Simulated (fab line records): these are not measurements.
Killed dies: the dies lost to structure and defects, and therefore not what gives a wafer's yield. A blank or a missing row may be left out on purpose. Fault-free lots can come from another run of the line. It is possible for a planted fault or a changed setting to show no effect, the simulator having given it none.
Struck lot and sound lot, side by side -- flow rit-cmos -- 16 out of 202 route steps
Sound: wafers L528.2, L528.5, L528.6. The struck wafers were L532.4, L532.5, L532.6. Last of all comes the cause.
Order at every step that has rows: each side's tool, ch and its chambers, its first start. Under that, the readings that differ: sound wafers -- struck wafers -- difference of the means -- sigmas: that difference in standard deviations of wafers without a fault.
alike: readings with means less than 2 such deviations apart, plus words and numbers identical on both sides. not compared: withheld readings, readings lacking a value on some wafer, bounds such as >300 that could conceal the same value, and numbers that have no deviation in the record and whose values overlap.
The two part at a step that has a row with sigmas, a row that says differs or no value, or rows on one side only. Non-overlapping numbers with no deviation appear without sigmas and do not part them. Lack of a reading on every wafer of one side parts them only where that side has two or more wafers.

first, 4 steps without rows for these wafers: RIT_ACTIVE_SOFTBAKE_07 (time 60 s); RIT_ACTIVE_EXPOSE_08 (exposes mask M1, target cd 1400 nm); RIT_ACTIVE_PEB_09; RIT_ACTIVE_DEVELOP_10 (develop time 50 s).
RIT_ACTIVE_CD_MEAS_11: the cd target is 1400 nm.
  struck on cd-sem-01, day 4 03:29; sound on cd-sem-02, day 3 06:35
  alike: cd-nm
then, 1 step without rows for these wafers: RIT_ACTIVE_HARDBAKE_12 (time 60 s).
RIT_ACTIVE_ETCH_13: etches Si3N4 in SF6, stops on SiO2, time 210 s, target depth 210 nm.
  sound on rie-diel-03 ch 2,3, day 3 06:50; struck on rie-diel-04 ch 1,2, day 4 03:42
reading,sound,struck,difference,sigmas
throttle-valve-pct (%),7.38 7.40 7.27,7.64 7.63 7.60,+0.27,+2
  alike: SF6_flow_sccm, drypump-motor-current-A, oes-product-au
  not compared: rf-hours-counter-h
RIT_ACTIVE_STRIP_14: strips in O2, time 180 s.
  sound on plasma-asher-04 ch 0,1, day 3 06:58; struck on plasma-asher-02 ch 0,1, day 4 03:53
  alike: drypump-motor-current-A
  not compared: rf-hours-counter-h
RIT_ACTIVE_CD_MEAS_90: the cd target is 1400 nm.
  struck on cd-sem-01, day 4 04:04; sound on cd-sem-02, day 3 07:10
  alike: cd-nm
then, 3 steps without rows for these wafers: RIT_ACTIVE_CLEAN_15 (cleans in SC1, time 600 s); RIT_ACTIVE_CLEAN_16 (cleans in dHF, time 30 s); RIT_ACTIVE_CLEAN_17 (cleans in SC2, time 600 s).
RIT_FOX1_OXIDATION_00: target thk 350.7 nm, ox time 1130 s.
  sound on furnace-04 ch 0, day 3 07:55; struck on furnace-01 ch 0, day 4 04:47
reading,sound,struck,difference,sigmas
model.SiO2_of_FOX1_OXIDATION_00.thk-nm (nm),343.2 341.5 344.8,311 309 309,-34,
RIT_FOX1_THK_MEAS_01:
  struck on film-metro-02, day 4 06:08; sound on film-metro-03, day 3 09:14
reading,sound,struck,difference,sigmas
FOX1_OXIDE_THK (nm),343 341 345,311 309 309,-33,-6
then, 1 step without rows for these wafers: RIT_FOX1_WET_ETCH_02 (etches SiO2 in BOE, target depth 350 nm, time 390 s).
RIT_M1_PROBE_99:
  struck on prober-01, day 6 04:20; sound on prober-01, day 5 03:40
reading,sound,struck,difference,sigmas
model.etest.pmos-narrow.drive-ua-um,102.9 104.3 104.4,106.5 107.3 105.6,+2.6,
  alike: killed-at-contacts, killed-at-front-end, killed-dies, killed-on-rim, killed-open, killed-short
  not compared: model.etest.pplus-sal.width-nm, model.etest.nplus-sal.width-nm, model.etest.nldd.width-nm, model.etest.pldd.width-nm

## WHERE THEY PART
Last at RIT_FOX1_THK_MEAS_01 as far as this record goes, first at RIT_ACTIVE_ETCH_13. Later steps at which nothing parts them and some readings are alike: RIT_M1_PROBE_99.

WHY: the cause the simulator had injected
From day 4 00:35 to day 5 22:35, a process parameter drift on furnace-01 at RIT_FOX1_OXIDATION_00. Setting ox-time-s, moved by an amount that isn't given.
